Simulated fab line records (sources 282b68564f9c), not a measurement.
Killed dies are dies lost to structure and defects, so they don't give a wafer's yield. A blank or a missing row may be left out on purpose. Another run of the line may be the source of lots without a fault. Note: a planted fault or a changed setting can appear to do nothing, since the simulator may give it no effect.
Which of the tools did it? :: flow ritCmos :: 16 lots with 48 wafers sampled at 3 steps, on a route of 202 steps

WHAT THE GAUGES SHOWED, per wafer
RIT_FOX2_THK_MEAS_90. Usual: FIELD_OXIDE_LEFT_1_THK typically reads 322 nm, with standard deviation 7.4.
lot: L899
measured: day 1 20:42
on: filmMetro-04
FIELD_OXIDE_LEFT_1_THK (nm): 307 304 299
flag: 

lot: L900
measured: day 2 00:26
on: filmMetro-01
FIELD_OXIDE_LEFT_1_THK (nm): 317 322 319
flag: 

lot: L901
measured: day 2 07:01
on: filmMetro-01
FIELD_OXIDE_LEFT_1_THK (nm): 329 328 326
flag: 

lot: L905
measured: day 3 01:14
on: filmMetro-01
FIELD_OXIDE_LEFT_1_THK (nm): 335 332 334
flag: 

lot: L906
measured: day 3 07:28
on: filmMetro-01
FIELD_OXIDE_LEFT_1_THK (nm): 334 330 322
flag: 

lot: L908
measured: day 3 16:57
on: filmMetro-03
FIELD_OXIDE_LEFT_1_THK (nm): 319 323 321
flag: 

lot: L909
measured: day 3 21:19
on: filmMetro-01
FIELD_OXIDE_LEFT_1_THK (nm): 314 316 316
flag: 

lot: L910
measured: day 4 02:19
on: filmMetro-01
FIELD_OXIDE_LEFT_1_THK (nm): 318 318 320
flag: 

lot: L911
measured: day 4 07:40
on: filmMetro-04
FIELD_OXIDE_LEFT_1_THK (nm): 325 332 330
flag: 

lot: L914
measured: day 4 23:04
on: filmMetro-01
FIELD_OXIDE_LEFT_1_THK (nm): 325 321 321
flag: 

lot: L915
measured: day 5 03:19
on: filmMetro-01
FIELD_OXIDE_LEFT_1_THK (nm): 323 314 317
flag: 

lot: L916
measured: day 5 08:30
on: filmMetro-04
FIELD_OXIDE_LEFT_1_THK (nm): 323 328 327
flag: 

lot: L917
measured: day 5 13:21
on: filmMetro-04
FIELD_OXIDE_LEFT_1_THK (nm): 325 329 328
flag: 

lot: L918
measured: day 5 18:38
on: filmMetro-01
FIELD_OXIDE_LEFT_1_THK (nm): 318 321 316
flag: 

lot: L920
measured: day 6 04:13
on: filmMetro-01
FIELD_OXIDE_LEFT_1_THK (nm): 323 319 325
flag: 

lot: L921
measured: day 6 09:19
on: filmMetro-03
FIELD_OXIDE_LEFT_1_THK (nm): 322 314 322
flag: 

RIT_PSD_OVL_MEAS_06. Usual: PSD_OVL typically reads -0.6 nm, with standard deviation 1.1.
lot: L899
measured: day 3 01:49
on: overlay-01
PSD_OVL (nm): -0.6 0.1 0.7
flag: 

lot: L900
measured: day 3 04:44
on: overlay-02
PSD_OVL (nm): 1.5 -0.6 -0.7
flag: 

lot: L901
measured: day 3 11:58
on: overlay-02
PSD_OVL (nm): 0.5 -2.1 -1.3
flag: 

lot: L905
measured: day 4 05:38
on: overlay-01
PSD_OVL (nm): -151.3 -151.8 -151.1
flag: OFF

lot: L906
measured: day 4 11:59
on: overlay-02
PSD_OVL (nm): 0.0 -0.9 1.5
flag: 

lot: L908
measured: day 4 22:14
on: overlay-01
PSD_OVL (nm): -149.3 -149.6 -150.6
flag: OFF

lot: L909
measured: day 5 02:13
on: overlay-02
PSD_OVL (nm): -150.8 -152.5 -152.7
flag: OFF

lot: L910
measured: day 5 07:00
on: overlay-01
PSD_OVL (nm): -149.5 -148.9 -150.2
flag: OFF

lot: L911
measured: day 5 12:14
on: overlay-02
PSD_OVL (nm): -0.5 -0.9 -0.1
flag: 

lot: L914
measured: day 6 03:03
on: overlay-01
PSD_OVL (nm): 0.3 0.7 -0.7
flag: 

lot: L915
measured: day 6 08:11
on: overlay-01
PSD_OVL (nm): -1.2 -1.3 -0.8
flag: 

lot: L916
measured: day 6 13:43
on: overlay-01
PSD_OVL (nm): 0.3 -0.1 -0.4
flag: 

lot: L917
measured: day 6 19:02
on: overlay-02
PSD_OVL (nm): 0.2 1.0 0.6
flag: 

lot: L918
measured: day 6 23:38
on: overlay-01
PSD_OVL (nm): 0.9 0.9 0.2
flag: 

lot: L920
measured: day 7 11:22
on: overlay-01
PSD_OVL (nm): -2.1 0.1 -2.5
flag: 

lot: L921
measured: day 7 16:23
on: overlay-02
PSD_OVL (nm): 0.6 1.2 1.5
flag: 

EACH LOT AND THE TOOL THAT RAN IT (in order: tool; ch and the chambers of the sampled wafers; start)
lot: L899
RIT_PSD_EXPOSE_03: ilineStepper-02 ch 0, day 3 01:25

lot: L900
RIT_PSD_EXPOSE_03: ilineStepper-02 ch 0, day 3 04:20

lot: L901
RIT_PSD_EXPOSE_03: ilineStepper-01 ch 0, day 3 11:34

lot: L905
RIT_PSD_EXPOSE_03: ilineStepper-01 ch 0, day 4 05:14

lot: L906
RIT_PSD_EXPOSE_03: ilineStepper-02 ch 0, day 4 11:35

lot: L908
RIT_PSD_EXPOSE_03: ilineStepper-01 ch 0, day 4 21:50

lot: L909
RIT_PSD_EXPOSE_03: ilineStepper-01 ch 0, day 5 01:49

lot: L910
RIT_PSD_EXPOSE_03: ilineStepper-01 ch 0, day 5 06:36

lot: L911
RIT_PSD_EXPOSE_03: ilineStepper-02 ch 0, day 5 11:50

lot: L914
RIT_PSD_EXPOSE_03: ilineStepper-02 ch 0, day 6 02:39

lot: L915
RIT_PSD_EXPOSE_03: ilineStepper-02 ch 0, day 6 07:47

lot: L916
RIT_PSD_EXPOSE_03: ilineStepper-02 ch 0, day 6 13:20

lot: L917
RIT_PSD_EXPOSE_03: ilineStepper-02 ch 0, day 6 18:39

lot: L918
RIT_PSD_EXPOSE_03: ilineStepper-02 ch 0, day 6 23:14

lot: L920
RIT_PSD_EXPOSE_03: ilineStepper-02 ch 0, day 7 10:58

lot: L921
RIT_PSD_EXPOSE_03: ilineStepper-02 ch 0, day 7 15:59
- RIT_PSD_EXPOSE_03: exposes mask M10, target cd 40900 nm.

AS READ BY THE TOOLS THEMSELVES (means over the sampled wafers that have a number; for cases with no such wafer, the mark the record gives instead)
RIT_PSD_EXPOSE_03. Usual: 250.01 for exposureDoseMJCm2, sd 0.22.
lot: L899
tool: ilineStepper-02
exposureDoseMJCm2: 250.40
flag: 

lot: L900
tool: ilineStepper-02
exposureDoseMJCm2: 249.82
flag: 

lot: L901
tool: ilineStepper-01
exposureDoseMJCm2: 250.06
flag: 

lot: L905
tool: ilineStepper-01
exposureDoseMJCm2: 250.11
flag: 

lot: L906
tool: ilineStepper-02
exposureDoseMJCm2: 250.03
flag: 

lot: L908
tool: ilineStepper-01
exposureDoseMJCm2: 249.83
flag: 

lot: L909
tool: ilineStepper-01
exposureDoseMJCm2: 249.98
flag: 

lot: L910
tool: ilineStepper-01
exposureDoseMJCm2: 249.89
flag: 

lot: L911
tool: ilineStepper-02
exposureDoseMJCm2: 250.04
flag: 

lot: L914
tool: ilineStepper-02
exposureDoseMJCm2: 250.03
flag: 

lot: L915
tool: ilineStepper-02
exposureDoseMJCm2: 249.95
flag: 

lot: L916
tool: ilineStepper-02
exposureDoseMJCm2: 249.72
flag: 

lot: L917
tool: ilineStepper-02
exposureDoseMJCm2: 250.08
flag: 

lot: L918
tool: ilineStepper-02
exposureDoseMJCm2: 250.08
flag: 

lot: L920
tool: ilineStepper-02
exposureDoseMJCm2: 250.11
flag: 

lot: L921
tool: ilineStepper-02
exposureDoseMJCm2: 249.81
flag: 

THE ANSWER, worked out from the rows above alone
Rule: a lot counts as off when the mean over its wafers that have a number is more than 3 standard deviations away from the usual mean. Also off: a lot with no number at a reading for which 4 or more lots have one. Where the step has rows for the other lots, those lots are counted as sound. The gauges are gone through in route order, then the tools' own readings, and for those a lot's mean is taken as printed above. At the first step where some lot is off, the reading lying furthest off is the one used; lots without a number count as furthest.
Off: L905, L908, L909, L910, seen at RIT_PSD_OVL_MEAS_06 (PSD_OVL).
If a tool, at a process step before that reading, ran all the lots that are off and no sound lot after the first of them, it fits. Those tools and the gauges at RIT_PSD_OVL_MEAS_06 are tried in the same way. One candidate fits, namely ilineStepper-01 at RIT_PSD_EXPOSE_03. Its last sound lot is L901 (day 3 11:34), its first lot that is off L905 (day 4 05:14): a fault that began between those two fits.

WHAT WAS PUT IN BY THE SIMULATOR
Scanner matching overlay: ilineStepper-01, from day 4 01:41 on, at RIT_PSD_EXPOSE_03. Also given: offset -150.
Lots struck among those shown: L905, L908, L909, L910. This agrees with what the rule above found.
